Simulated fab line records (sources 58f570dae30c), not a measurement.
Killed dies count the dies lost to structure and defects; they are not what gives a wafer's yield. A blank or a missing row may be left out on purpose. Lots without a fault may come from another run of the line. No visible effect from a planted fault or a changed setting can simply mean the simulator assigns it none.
Matching of chambers || flow berkeley-cmos170 || pecvd-04 running UCB170_V1_CVD_00: 3 sister chambers
The step deposits SiO2 from TEOS/O2, target thk 2000 nm, time 250 s. 3 wafers are shown with their chamber, then 7 later ones without.

## WAFERS PAIRED WITH THEIR CHAMBERS
{"wafer": "L652.2", "chamber": 0, "heater-power-w (W)": 303}
{"wafer": "L658.2", "chamber": 2, "heater-power-w (W)": 353}
{"wafer": "L658.3", "chamber": 1, "heater-power-w (W)": 125}

## WAFERS WITH NO CHAMBER GIVEN
{"wafer": "L658.4", "heater-power-w (W)": 260}
{"wafer": "L661.3", "heater-power-w (W)": 188}
{"wafer": "L661.4", "heater-power-w (W)": 118}
{"wafer": "L661.5", "heater-power-w (W)": 240}
{"wafer": "L662.1", "heater-power-w (W)": 173}
{"wafer": "L662.2", "heater-power-w (W)": 302}
{"wafer": "L662.4", "heater-power-w (W)": 256}

## WHICH CHAMBER EACH ONE RAN IN
{"wafer": "L658.4", "from the rows above": "can't be placed: 0 or 2", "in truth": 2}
{"wafer": "L661.3", "from the rows above": "can't be placed: 1 or 0", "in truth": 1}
{"wafer": "L661.4", "from the rows above": 1, "in truth": 1}
{"wafer": "L661.5", "from the rows above": "can't be placed: 0 or 2 or 1", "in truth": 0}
{"wafer": "L662.1", "from the rows above": "can't be placed: 1 or 0", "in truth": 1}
{"wafer": "L662.2", "from the rows above": "can't be placed: 0 or 2", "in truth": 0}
{"wafer": "L662.4", "from the rows above": "can't be placed: 0 or 2 or 1", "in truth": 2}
Correctly placed: 1 of 7. From these rows, 6 cannot be placed; in 6 the true chamber is one of the candidates. 0 placed wrongly.
How it was worked out, from the rows above alone: a wafer's distance from a chamber is the root of the sum, over the readings, of the square of ((its reading less the chamber's mean) divided by the reading's scatter). The wafer belongs to the nearest chamber; if the next one is less than 2 further off, it can't be placed. For every chamber, the mean is computed from those of its wafers that are shown. The scatter: with one shown wafer a chamber, the root of the mean of the squares of how far each hidden wafer lies from its nearest shown one.
